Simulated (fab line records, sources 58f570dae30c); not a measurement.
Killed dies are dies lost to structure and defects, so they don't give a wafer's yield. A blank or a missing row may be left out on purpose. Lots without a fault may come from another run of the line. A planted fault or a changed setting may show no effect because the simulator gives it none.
Split-lot experiment | flow berkeley_cmos170 | 5 lots, 27 wafers read, on a route of 331 steps

THE SPLIT
At UCB170_M3_SPUTTER_01 (material Al, target thk 900 nm, time 120 s), the setting time_s was moved away from the recipe's 120 s on 12 of the 27 wafers read, by -56.7% to +54.2%. The other wafers ran this setting at the recipe's value.

FROM THE SPLIT TO THE READING: what the file shows between them, 1 step
- UCB170_M3_RS_MEAS_02: measures by four-point-probe

THE READING
M3_AL_THK, in nm, at UCB170_M3_THK_MEAS_03 (measures by xrf). Fault-free wafers of this fab line usually give 887 nm, standard deviation 11 nm.

wafer  | tool, chamber at the split | time_s as run, s | against the recipe | M3_AL_THK, nm | against lot-mates on the recipe
L078.2 | pvd_sputter-04, -          | 120              | recipe             | 896           | -
L078.3 | pvd_sputter-04, -          | 120              | recipe             | 890           | -
L078.5 | pvd_sputter-04, -          | 120              | recipe             | 899           | -
L082.1 | pvd_sputter-01, -          | 74.73            | -37.7%             | 555           | -328
L082.2 | pvd_sputter-01, -          | 74.73            | -37.7%             | 555           | -328
L082.3 | pvd_sputter-01, -          | 120              | recipe             | 877           | -
L082.4 | pvd_sputter-01, -          | 120              | recipe             | 885           | -
L082.5 | pvd_sputter-01, -          | 120              | recipe             | 886           | -
L082.6 | pvd_sputter-01, -          | 74.73            | -37.7%             | 544           | -339
L081.1 | pvd_sputter-04, -          | 120              | recipe             | 887           | -
L081.2 | pvd_sputter-04, -          | 120              | recipe             | 890           | -
L081.3 | pvd_sputter-04, -          | 120              | recipe             | 901           | -
L081.4 | pvd_sputter-04, -          | 185              | +54.2%             | 1384          | +491
L081.5 | pvd_sputter-04, -          | 185              | +54.2%             | 1391          | +498
L081.6 | pvd_sputter-04, -          | 185              | +54.2%             | 1374          | +481
L080.1 | pvd_sputter-03, -          | 120              | recipe             | 900           | -
L080.2 | pvd_sputter-03, -          | 160.8            | +34.0%             | 1207          | +307
L080.3 | pvd_sputter-03, -          | 160.8            | +34.0%             | 1208          | +308
L080.4 | pvd_sputter-03, -          | 120              | recipe             | 897           | -
L080.5 | pvd_sputter-03, -          | 120              | recipe             | 904           | -
L080.6 | pvd_sputter-03, -          | 160.8            | +34.0%             | 1204          | +304
L085.1 | pvd_sputter-03, -          | 51.98            | -56.7%             | 379           | -499
L085.2 | pvd_sputter-03, -          | 120              | recipe             | 872           | -
L085.3 | pvd_sputter-03, -          | 120              | recipe             | 879           | -
L085.4 | pvd_sputter-03, -          | 51.98            | -56.7%             | 385           | -493
L085.5 | pvd_sputter-03, -          | 120              | recipe             | 882           | -
L085.6 | pvd_sputter-03, -          | 51.98            | -56.7%             | 375           | -503

THE FIT
A straight line over all 27 wafers: M3_AL_THK changes by +9.07 nm for each +1% of time_s; r = +1.00; the points scatter about the line by 8.5 nm.
The same after taking each lot's own level away (the mean of its wafers on the recipe; 27 wafers): +8.91 nm for each +1%; r = +1.00; scatter 5.7 nm.
On that fit, the largest move of time_s shifts the reading by 5e+02 nm.
The lots' own levels span 877.7 to 900.3 nm, that is 2.1 times the standard deviation above.
So the lot-to-lot level changes the slope little: the two slopes agree.
Check: with one of the wafers moved furthest among these (-56.7%) left out of the fit, the line predicts -503 nm for it against its lot-mates. It came out at -499 nm against them.

THE WHOLE CHAIN: every reading that the file lists as answering this split, in the file's order
step                  | what it does                               | reading                                                                     | change (the file's fit)               | r (the file's)
UCB170_M3_SPUTTER_01  | material Al, target thk 900 nm, time 120 s | Al_of_M3_SPUTTER_01.thk_nm (the simulator's own value, which no gauge read) | +9.01 nm for each +1% of the setting  | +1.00
UCB170_M3_RS_MEAS_02  | measures by four-point-probe               | M3_AL_RS                                                                    | -0.000477 for each +1% of the setting | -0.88
UCB170_M3_THK_MEAS_03 | measures by xrf                            | M3_AL_THK                                                                   | +8.9 for each +1% of the setting      | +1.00

THE FILE'S OWN FIT
M3_AL_THK changes by +8.9 nm for each +1% of time_s, r = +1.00.
